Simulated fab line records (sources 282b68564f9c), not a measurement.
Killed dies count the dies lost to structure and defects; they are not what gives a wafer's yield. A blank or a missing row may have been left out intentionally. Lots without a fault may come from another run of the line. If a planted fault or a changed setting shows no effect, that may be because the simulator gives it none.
Check of tool commonality | flow ritCmos | Lots sampled 14, wafers sampled 42

## WHY THIS WAS OPENED
Of 14 lots, 2 have the reading PRETRO_OVL flagged at RIT_PRETRO_OVL_MEAS_06. Fault-free wafers read 0.2 nm, with a standard deviation of 1.2.
Rule: a lot is flagged in two cases, either no wafer of it has a number, or all its wafers with numbers fall more than 4 standard deviations from that mean. The other lots count as sound.

lot  | measured    | on         | PRETRO_OVL (nm), wafer by wafer | flag
L285 | day 3 09:11 | overlay-01 | 0.6 2.4 0.2                     | 
L286 | day 3 13:50 | overlay-02 | 0.9 0.5 -0.3                    | 
L287 | day 3 21:40 | overlay-02 | -1.3 -1.2 -2.0                  | 
L289 | day 4 04:06 | overlay-01 | -0.3 0.4 0.6                    | 
L290 | day 4 08:53 | overlay-01 | 1.1 1.6 -0.3                    | 
L291 | day 4 14:56 | overlay-02 | -1.2 -1.1 -0.9                  | 
L292 | day 4 19:32 | overlay-02 | 0.2 -1.6 -0.6                   | 
L293 | day 5 00:36 | overlay-02 | -0.2 1.9 0.0                    | 
L295 | day 5 11:44 | overlay-01 | 3685.7 3684.1 3685.3            | FLAGGED
L296 | day 5 18:23 | overlay-01 | 0.6 1.7 2.7                     | 
L297 | day 5 21:44 | overlay-01 | 0.4 0.4 0.8                     | 
L298 | day 6 06:05 | overlay-01 | 0.7 1.2 -0.7                    | 
L302 | day 7 03:57 | overlay-01 | -0.9 -0.1 0.1                   | 
L303 | day 7 09:20 | overlay-01 | 3682.8 3682.5 3683.5            | FLAGGED
Flagged lots average 3684.0 nm: +3683.8 nm relative to the usual, that is +99 or more standard deviations.

## TOOL THAT RAN EACH LOT
The record holds 1 process step before the reading, out of a route of 202 steps. Every cell lists first the tool, next ch and the chambers used by the sampled wafers, and last the start.
lot  | flag    | RIT_PRETRO_EXPOSE_03
L285 |         | ilineStepper-02 ch 0, day 3 08:46
L286 |         | ilineStepper-01 ch 0, day 3 13:25
L287 |         | ilineStepper-02 ch 0, day 3 21:15
L289 |         | ilineStepper-01 ch 0, day 4 03:41
L290 |         | ilineStepper-01 ch 0, day 4 08:27
L291 |         | ilineStepper-02 ch 0, day 4 14:31
L292 |         | ilineStepper-02 ch 0, day 4 19:07
L293 |         | ilineStepper-01 ch 0, day 5 00:10
L295 | FLAGGED | ilineStepper-02 ch 0, day 5 11:14
L296 |         | ilineStepper-01 ch 0, day 5 17:57
L297 |         | ilineStepper-01 ch 0, day 5 21:19
L298 |         | ilineStepper-01 ch 0, day 6 05:39
L302 |         | ilineStepper-01 ch 0, day 7 03:31
L303 | FLAGGED | ilineStepper-02 ch 0, day 7 08:54
What these steps do:
- RIT_PRETRO_EXPOSE_03: exposes mask M5, target cd 43700 nm.
- RIT_PRETRO_OVL_MEAS_06

## FLAGGED AGAINST TOTAL, ONE TOOL AT A TIME (gauges that did the reading follow at the end)
step                   | tool            | lots run | flagged | share of the flagged lots | sound lots run after its first flagged lot
RIT_PRETRO_EXPOSE_03   | ilineStepper-01 | 8        | 0       | none                      | -
RIT_PRETRO_EXPOSE_03   | ilineStepper-02 | 6        | 2       | all                       | 0
RIT_PRETRO_OVL_MEAS_06 | overlay-01      | 9        | 2       | all                       | 4 (L296,L297,L298,L302)
RIT_PRETRO_OVL_MEAS_06 | overlay-02      | 5        | 0       | none                      | -

## THE TABLE: WHAT IT ALLOWS
Table rows that saw every flagged lot: 2, namely ilineStepper-02 at RIT_PRETRO_EXPOSE_03 and overlay-01 at RIT_PRETRO_OVL_MEAS_06.
- ilineStepper-02 at RIT_PRETRO_EXPOSE_03: 2 of its 6 lots flagged. Last sound lot L292 at day 4 19:07, first flagged lot L295 at day 5 11:14; a fault beginning in between fits.
- overlay-01 at RIT_PRETRO_OVL_MEAS_06: 2 of its 9 lots flagged. After the first flagged lot (L296, L297, L298, L302), sound lots still ran on it; a lasting fault on the whole tool would not permit that.
ilineStepper-02 at RIT_PRETRO_EXPOSE_03 is the single tool remaining.

## WHAT THE SIMULATOR HAD PUT IN
Scanner matching overlay: ilineStepper-02, from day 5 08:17 on, at RIT_PRETRO_EXPOSE_03. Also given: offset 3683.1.
Lots struck among those shown: L295, L303. The rule above found the same.
